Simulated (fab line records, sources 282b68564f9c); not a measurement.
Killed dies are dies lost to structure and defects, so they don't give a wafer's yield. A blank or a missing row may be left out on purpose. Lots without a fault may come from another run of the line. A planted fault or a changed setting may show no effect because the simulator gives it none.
fab line records | flow rit_cmos
record lots=14 wafers=42 last_day=7
route steps=202 shown FOX1@22
lots that met no fault: from a run of the same line without faults
start_h: hours from the record's first day to the start of the lot's first wafer shown | wait_h: hours since the lot's step before | " the same as in the row above | L1.1+2: a row that stands for several wafers | - no value, or no start given | * or withheld: withheld | < > ~ a bound
route shown NAME@n: a module of which the file shows steps, and the number in the route of the first | usual: mean/standard deviation of fault-free wafers | same: alike in all rows | chamber/n: place in a boat | sites: the reading at each site | _std_site: their standard deviation | _edge_site: outer sites' mean less inner sites' | radius_mm: how far each site lies from the wafer's centre | mask NAME#n: copy n | behind: the tool/chamber that last shaped the wafer | hold: why the lot was held/for how many hours/how that ended | device: the transistor (n, p or np) that didn't switch | end of line: the same wafers' tests at the end of the route | a step without rows: its recipe alone | killed: dies lost to structure and defects at the first sort, not the wafer's yield | map: a wafer's dies, x killed, . not, _ none there
set.NAME: the setting as run; set.NAME@STEP: as run at that earlier step | model.NAME: the simulator's own value behind a step, which no gauge read
steps of the route over a sample of lots; a table a step, a row a wafer
services: from which hour (start_h, from the record's first day; less than 0 if before it) a tool's chamber was out of use, for how many hours, and why
## steps
# step RIT_FOX1_WET_ETCH_02
# recipe chemistry=BOE target_depth_nm=350 time_s=390 temp_c=21.5 dry=n2_spin dilution=10:1 target=SiO2
# usual run_length_s=420/3.9
# columns lot.wafer tool chamber start_h wait_h run_length_s
L101.2 wet_bench-02 0 17.28 0.0 418
L101.4 " 0 " " 418
L101.5 " 0 " " 418
L102.1 wet_bench-03 2 22.17 0.1 414
L102.2 " 2 " " 414
L102.4 " 2 " " 414
L105.1 wet_bench-03 0 38.01 0.1 415
L105.3 " 0 " " 415
L105.6 " 0 " " 415
L106.3 wet_bench-01 3 41.89 0.0 417
L106.4 " 3 " " 417
L106.6 " 3 " " 417
L108.2 wet_bench-02 0 53.01 0.0 424
L108.3 " 0 " " 424
L108.6 " 0 " " 424
L112.1 wet_bench-03 3 72.07 0.1 657
L112.5 " 3 " " 657
L112.6 " 3 " " 657
L113.1 wet_bench-03 3 77.32 0.1 658
L113.5 " 3 " " 658
L113.6 " 3 " " 658
L114.3 wet_bench-02 1 81.88 0.0 425
L114.4 " 1 " " 425
L114.5 " 1 " " 425
L115.3 wet_bench-01 0 87.01 0.0 423
L115.4 " 0 " " 423
L115.6 " 0 " " 423
L117.1 wet_bench-02 1 97.60 0.1 417
L117.2 " 1 " " 417
L117.5 " 1 " " 417
L120.1 wet_bench-02 2 113.40 0.1 416
L120.3 " 2 " " 416
L120.6 " 2 " " 416
L121.1 wet_bench-01 1 120.00 0.1 416
L121.3 " 1 " " 416
L121.6 " 1 " " 416
L122.1 wet_bench-01 0 123.87 0.1 417
L122.4 " 0 " " 417
L122.6 " 0 " " 417
L124.2 wet_bench-02 3 134.31 0.0 416
L124.5 " 3 " " 416
L124.6 " 3 " " 416
## services
# columns tool chamber start_h hours kind
wet_bench-02 - 8.84 4.4 pm
wet_bench-01 - 69.76 3.5 repair
wet_bench-01 - 92.97 1.9 pm
## key
first_sign step=RIT_FOX1_WET_ETCH_02 reading=run_length_s direction=up sigmas=61 usual=* struck=*
effect none on later readings
met_at RIT_FOX1_WET_ETCH_02
struck_lots L112,L113
tester_left_out L112,L113
onset_between 38.01 72.07
fault kind=process_parameter_drift tool=wet_bench-03 chamber=- onset_h=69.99 steps=RIT_FOX1_WET_ETCH_02 channel=time_s offset=* shape=step end_h=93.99 acts_in=* stated=*
# tester_left_out: of these lots the tester's yield and bins aren't shown, on N5 and GAA mostly nor the transistor test; their killed dies are dies lost to structure and defects alone, not to doping, threshold or leakage, so they don't give the yield
